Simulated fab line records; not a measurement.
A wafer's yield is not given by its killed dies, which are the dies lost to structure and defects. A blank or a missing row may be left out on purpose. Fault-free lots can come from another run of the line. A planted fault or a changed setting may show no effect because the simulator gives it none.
A lot that was struck, set against a sound lot    flow berkeley-cmos170    44 out of 331 route steps
Sound: these wafers, L338.1, L338.2, L338.5. Struck: wafers L332.1, L332.2, L332.5. At the end, the cause is stated.
Per side, at each step with rows, come the tool, then ch with its chambers, and then its first start. Under that, the readings that differ: sound wafers    struck wafers    difference of the means    sigmas: that difference in standard deviations of wafers without a fault.
alike: readings with means less than 2 such deviations apart, plus words and numbers identical on both sides. not compared: withheld readings, readings lacking a value on some wafer, bounds such as >300 that could conceal the same value, and numbers that have no deviation in the record and whose values overlap.
Wherever a step has rows on one side only, a row that says differs or no value, or a row with sigmas, the two part there. Numbers that have no deviation but don't overlap get no sigmas and don't part them. A reading that every wafer of one side lacks parts them only if that side has two wafers or more.

first, 3 steps without rows for these wafers: UCB170_PVT_EXPOSE_03 (exposes mask NWELL, target cd 3000 nm); UCB170_PVT_PEB_04; UCB170_PVT_DEVELOP_05 (develop time 45 s).
UCB170_PVT_OVL_MEAS_06:
  sound: overlay-01 at day 8 12:16; struck: overlay-01 at day 7 13:02
  alike: PVT_OVL
then, 1 step without rows for these wafers: UCB170_PVT_IMPLANT_07.
UCB170_PVT_STRIP_08: strips in O2.
  sound on plasma-asher-04 ch 0,1, day 8 12:27; struck on plasma-asher-04 ch 0,1, day 7 13:14
  alike: drypump-motor-current-A, o2-flow-sccm, oes-product-au, strip-time-to-endpoint-s
  not compared: rf-hours-counter-h
UCB170_PVT_TW_MEAS_09:
  sound: film-metro-04 at day 8 12:33; struck: film-metro-01 at day 7 13:20
  alike: PVT_TW
then, 1 step without rows for these wafers: UCB170_GATE_WET_ETCH_00 (etches SiO2 in dHF, time 200 s).
UCB170_FIELD_THK_MEAS_91:
  sound: film-metro-01 at day 8 12:41; struck: film-metro-04 at day 7 13:28
  alike: FIELD_OXIDE_LEFT_2_THK
then, 1 step without rows for these wafers: UCB170_GATE_OXIDATION_01 (target thk 6.6 nm, ox time 1800 s).
UCB170_GATE_THK_MEAS_02:
  sound: film-metro-04 at day 8 17:04; struck: film-metro-02 at day 7 18:41
  alike: GATE_OXIDE_THK
then, 1 step without rows for these wafers: UCB170_GATE_ANNEAL_03 (time 1800 s).
UCB170_GATE_CVD_04: deposits poly-Si from SiH4, time 1440 s, target thk 214 nm.
  sound on lpcvd-02 ch 1, day 8 21:35; struck on lpcvd-01 ch 0, day 7 22:56
reading                                   sound              struck             difference  sigmas
model.poly-Si_of_GATE_CVD_04.thk-nm (nm)  214.7 214.5 215.7  174.9 173.2 174.6  -40.7       
UCB170_GATE_THK_MEAS_05:
  sound: film-metro-03 at day 8 22:59; struck: film-metro-02 at day 8 00:20
reading             sound              struck             difference  sigmas
GATE_POLY_THK (nm)  215.0 214.4 215.8  174.8 173.3 174.5  -40.9       -19
then, 6 steps without rows for these wafers: UCB170_GATE_COAT_06; UCB170_GATE_COAT_07 (resist thk 900 nm); UCB170_GATE_SOFTBAKE_08 (time 60 s); UCB170_GATE_EXPOSE_09 (exposes mask POLY, target cd 350 nm); UCB170_GATE_PEB_10; UCB170_GATE_DEVELOP_11 (develop time 45 s).
UCB170_GATE_CD_MEAS_12: the cd target is 350 nm.
  sound: cd-sem-02 at day 9 02:11; struck: cd-sem-02 at day 8 03:15
reading     sound              struck             difference  sigmas
cd-nm (nm)  352.1 353.0 352.9  345.6 346.5 348.3  -5.9        -4
UCB170_GATE_OVL_MEAS_13:
  sound: overlay-01 at day 9 02:19; struck: overlay-01 at day 8 03:22
  alike: GATE_OVL
UCB170_GATE_ETCH_14: etches BARC in N2/H2.
  sound on rie-diel-02 ch 1,2,3, day 9 02:21; struck on rie-diel-02 ch 0,1,3, day 8 03:25
  alike: drypump-motor-current-A, n2-flow-sccm, oes-product-au, throttle-valve-pct
UCB170_GATE_ETCH_15: etches poly-Si in HBr/Cl2, stops on SiO2, time 56.3 s, target depth 278.2 nm.
  sound on rie-si-01 ch 0,1, day 9 02:23; struck on rie-si-02 ch 1,2,3, day 8 03:27
reading                           sound              struck             difference  sigmas
oes-product-au (a.u.)             0.859 0.816 0.816  0.742 0.717 0.727  -0.102      -6
model.etch.depth-nm (nm)          214.7 214.5 215.7  174.9 173.2 174.6  -40.7       
model.GATE.feature-depth-nm (nm)  214.7 214.5 215.7  174.9 173.2 174.6  -40.7       
  alike: drypump-motor-current-A, throttle-valve-pct
  not compared: rf-hours-counter-h
UCB170_GATE_STRIP_16: strips in O2.
  sound on plasma-asher-01 ch 0,1, day 9 02:26; struck on plasma-asher-02 ch 0,1, day 8 03:30
  alike: drypump-motor-current-A, o2-flow-sccm, oes-product-au
  not compared: rf-hours-counter-h
UCB170_GATE_CD_MEAS_90: the cd target is 350 nm.
  sound: cd-sem-02 at day 9 02:55; struck: cd-sem-02 at day 8 03:44
reading     sound              struck             difference  sigmas
cd-nm (nm)  352.2 352.0 352.8  345.9 346.5 348.1  -5.5        -3
then, 7 steps without rows for these wafers: UCB170_GATE_CLEAN_17 (cleans in SPM, time 600 s); UCB170_PLDD_HMDS_00 (prime time 60 s); UCB170_PLDD_COAT_01 (resist thk 900 nm); UCB170_PLDD_SOFTBAKE_02 (time 60 s); UCB170_PLDD_EXPOSE_03 (exposes mask PSELECT, target cd 1200 nm); UCB170_PLDD_PEB_04; UCB170_PLDD_DEVELOP_05 (develop time 45 s).
UCB170_PLDD_CD_MEAS_06: the cd target is 1200 nm.
  sound: cd-sem-02 at day 9 08:13; struck: cd-sem-02 at day 8 05:46
  alike: cd-nm
UCB170_PLDD_OVL_MEAS_07:
  sound: overlay-01 at day 9 08:20; struck: overlay-02 at day 8 05:53
  alike: PLDD_OVL
then, 2 steps without rows for these wafers: UCB170_PLDD_IMPLANT_08; UCB170_PLDD_IMPLANT_09.
UCB170_PLDD_STRIP_10: strips in O2.
  sound on plasma-asher-02 ch 0,1, day 9 08:40; struck on plasma-asher-04 ch 0,1, day 8 06:14
  alike: drypump-motor-current-A, o2-flow-sccm, oes-product-au, strip-time-to-endpoint-s
  not compared: rf-hours-counter-h
UCB170_PLDD_TW_MEAS_11:
  sound: film-metro-01 at day 9 08:46; struck: film-metro-02 at day 8 06:20
  alike: PLDD_TW
then, 3 steps without rows for these wafers: UCB170_PLDD_CLEAN_12 (cleans in SPM, time 600 s); UCB170_NLDD_HMDS_00 (prime time 60 s); UCB170_NLDD_COAT_01 (resist thk 900 nm).
UCB170_SILICIDE_PRE_CLEAN_00: preclean etch time 60 s.
  sound: pvd-sputter-03 at day 9 23:02; struck: pvd-sputter-02 at day 8 23:08
reading                                   sound              struck             difference  sigmas
model.poly-Si_of_GATE_CVD_04.thk-nm (nm)  207.8 207.7 208.8  168.1 166.3 167.7  -40.7       
UCB170_M3_PROBE_99:
  the record has rows for the sound wafers here (prober-01, day 11 00:54) and none for the struck ones

## WHERE THEY PART
At UCB170_GATE_THK_MEAS_05 first; at UCB170_M3_PROBE_99 last (within this record only).

WHY: what had been put in by the simulator
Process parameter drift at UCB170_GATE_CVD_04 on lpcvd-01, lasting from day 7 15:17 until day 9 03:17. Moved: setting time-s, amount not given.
